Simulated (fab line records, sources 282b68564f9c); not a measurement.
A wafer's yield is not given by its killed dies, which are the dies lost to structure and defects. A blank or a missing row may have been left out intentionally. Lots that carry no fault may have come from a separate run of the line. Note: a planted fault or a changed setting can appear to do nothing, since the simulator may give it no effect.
Split-lot study | flow rit cmos | 19 wafers read across 5 lots, on a route 202 steps long

## THE SPLIT
At RIT_GATE_DEVELOP_15 (develop time 50 s), the setting develop time s was moved away from the recipe's 50 s on 6 of the 19 wafers read, by -7.3% to +11.5%. The other wafers ran this setting at the recipe's value.

## FROM THE SPLIT TO THE READING: what the file shows between them, 25 steps
- RIT_GATE_HARDBAKE_18: time 60 s
- RIT_GATE_ETCH_19: etches poly-Si in SF6/CHF3/O2, stops on SiO2, time 165 s, target depth 312.5 nm
- RIT_NLDD_COAT_01: resist thk 1000 nm (also split here: resist thk nm)
- RIT_NLDD_SOFTBAKE_02: time 60 s
- RIT_NLDD_EXPOSE_03: exposes mask M7, target cd 40700 nm
- RIT_NLDD_DEVELOP_05: develop time 50 s
- RIT_NLDD_HARDBAKE_07: time 60 s
- RIT_NLDD_IMPLANT_08 (also split here: dose cm2)
- RIT_NLDD_STRIP_09: strips in O2, time 180 s
- RIT_NLDD_TW_MEAS_10
- RIT_PLDD_IMPLANT_08 (also split here: energy kev)
- RIT_SPACER_CVD_03: deposits Si3N4 from SiH2Cl2/NH3, target thk 250 nm, time 3300 s (also split here: temp c)
- RIT_SPACER_THK_MEAS_04
- RIT_SPACER_ETCHBACK_05: etches Si3N4 in SF6/CHF3, stops on SiO2, target depth 250 nm, time 240 s (also split here: time s)
- RIT_NSD_IMPLANT_08 (also split here: dose cm2)
- RIT_PSD_HARDBAKE_07: time 60 s (also split here: temp c)
- RIT_PSD_IMPLANT_08
- RIT_PSD_STRIP_09: strips in O2, time 180 s
- RIT_SDANNEAL_CLEAN_00: cleans in SC1, time 600 s
- RIT_SDANNEAL_CLEAN_01: cleans in dHF, time 30 s
- RIT_SDANNEAL_CLEAN_02: cleans in SC2, time 600 s
- RIT_SDANNEAL_RTA_03: time 5 s
- RIT_SDANNEAL_RS_MEAS_05: measures by four-point-probe
- RIT_SDANNEAL_RS_MEAS_06: measures by four-point-probe
- RIT_SDANNEAL_RS_MEAS_07: measures by four-point-probe

## THE READING
etest.nmos turned.drive ua um (the simulator's own value, which no gauge read), at RIT_M1_PROBE_99. There is no usual value for it anywhere in the file. The 13 wafers here that ran the recipe average 306.8, standard deviation 15.

wafer  | tool, chamber at the split | develop time s as run, s | against the recipe | etest.nmos turned.drive ua um | against lot-mates on the recipe
L076.1 | litho track-01, 0          | 50                       | recipe             | 310.9                         | -
L076.3 | litho track-01, 0          | 50                       | recipe             | 301.9                         | -
L076.4 | litho track-01, 0          | 50                       | recipe             | 304.1                         | -
L077.2 | litho track-01, 0          | 50                       | recipe             | 314.1                         | -
L077.3 | litho track-01, 0          | 50                       | recipe             | 310.5                         | -
L077.4 | litho track-01, 0          | 50                       | recipe             | 303                           | -
L077.5 | litho track-01, 0          | 50                       | recipe             | 303                           | -
L077.6 | litho track-01, 0          | 50                       | recipe             | 298                           | -
L078.2 | litho track-01, 0          | 47.21                    | -5.6%              | 310                           | -16.2
L078.3 | litho track-01, 0          | 47.21                    | -5.6%              | 288.5                         | -37.8
L078.4 | litho track-01, 0          | 50                       | recipe             | 325.1                         | -
L078.5 | litho track-01, 0          | 50                       | recipe             | 327.4                         | -
L078.6 | litho track-01, 0          | 47.21                    | -5.6%              | 291.7                         | -34.6
L079.1 | litho track-03, 0          | 55.74                    | +11.5%             | 326.1                         | +45.2
L079.4 | litho track-03, 0          | 50                       | recipe             | 276.1                         | -
L079.5 | litho track-03, 0          | 55.74                    | +11.5%             | 312.5                         | +31.6
L079.6 | litho track-03, 0          | 50                       | recipe             | 285.6                         | -
L082.1 | litho track-01, 0          | 46.35                    | -7.3%              | 310.9                         | -18.1
L082.6 | litho track-01, 0          | 50                       | recipe             | 329                           | -

THE FIT
A straight line over all 19 wafers: etest.nmos turned.drive ua um changes by +1.04 for each +1% of develop time s; r = +0.34; the points scatter about the line by 14.
The same after taking each lot's own level away (the mean of its wafers on the recipe; 19 wafers): +3.67 for each +1%; r = +0.93; scatter 7.4.
On that fit, the largest move of develop time s shifts the reading by 42.
From 280.85 to 329.00: that is the span of the lots' own levels, equal to 3.2 times the standard deviation above.
So the lot-to-lot level blurs the effect unless lot-mates are compared.
Check: for one of the wafers moved furthest among these (+11.5%), held out of the fit, the line's prediction against its lot-mates is +38.1. It came out at +45.2 against them.

## OTHER SPLITS ON THESE WAFERS
These wafers also went through other splits before the reading. Each is held against what the fit with the lots' levels taken away leaves over:
other split on the same wafers | wafers away from the commonest value | r with etest.nmos turned.drive ua um (lot level and that fit taken away)
RIT_NLDD_COAT_01 resist thk nm | 8                                    | +0.19
RIT_NLDD_IMPLANT_08 dose cm2   | 7                                    | +0.87
RIT_PLDD_IMPLANT_08 energy kev | 4                                    | +0.01
RIT_SPACER_CVD_03 temp c       | 6                                    | -0.22
RIT_SPACER_ETCHBACK_05 time s  | 7                                    | +0.00
RIT_NSD_IMPLANT_08 dose cm2    | 4                                    | -0.37
RIT_PSD_HARDBAKE_07 temp c     | 9                                    | +0.50

## THE WHOLE CHAIN: every reading that the file lists as answering this split, in the file's order
step             | what it does                                                                    | reading                                                                        | change (the file's fit)              | r (the file's)
RIT_GATE_ETCH_19 | etches poly-Si in SF6/CHF3/O2, stops on SiO2, time 165 s, target depth 312.5 nm | GATE.cd nm (the simulator's own value, which no gauge read)                    | -1.74 nm for each +1% of the setting | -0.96
RIT_M1_PROBE_99  |                                                                                 | etest.pmos turned.r on ohm um (the simulator's own value, which no gauge read) | -55.1 for each +1% of the setting    | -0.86
RIT_M1_PROBE_99  |                                                                                 | etest.pmos_0p15.r on ohm um (the simulator's own value, which no gauge read)   | -54.4 for each +1% of the setting    | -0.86
RIT_M1_PROBE_99  |                                                                                 | etest.nmos turned.drive ua um (the simulator's own value, which no gauge read) | +3.6 for each +1% of the setting     | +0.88

## FILE'S OWN FIT
etest.nmos turned.drive ua um changes by +3.6 for each +1% of develop time s, r = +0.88.
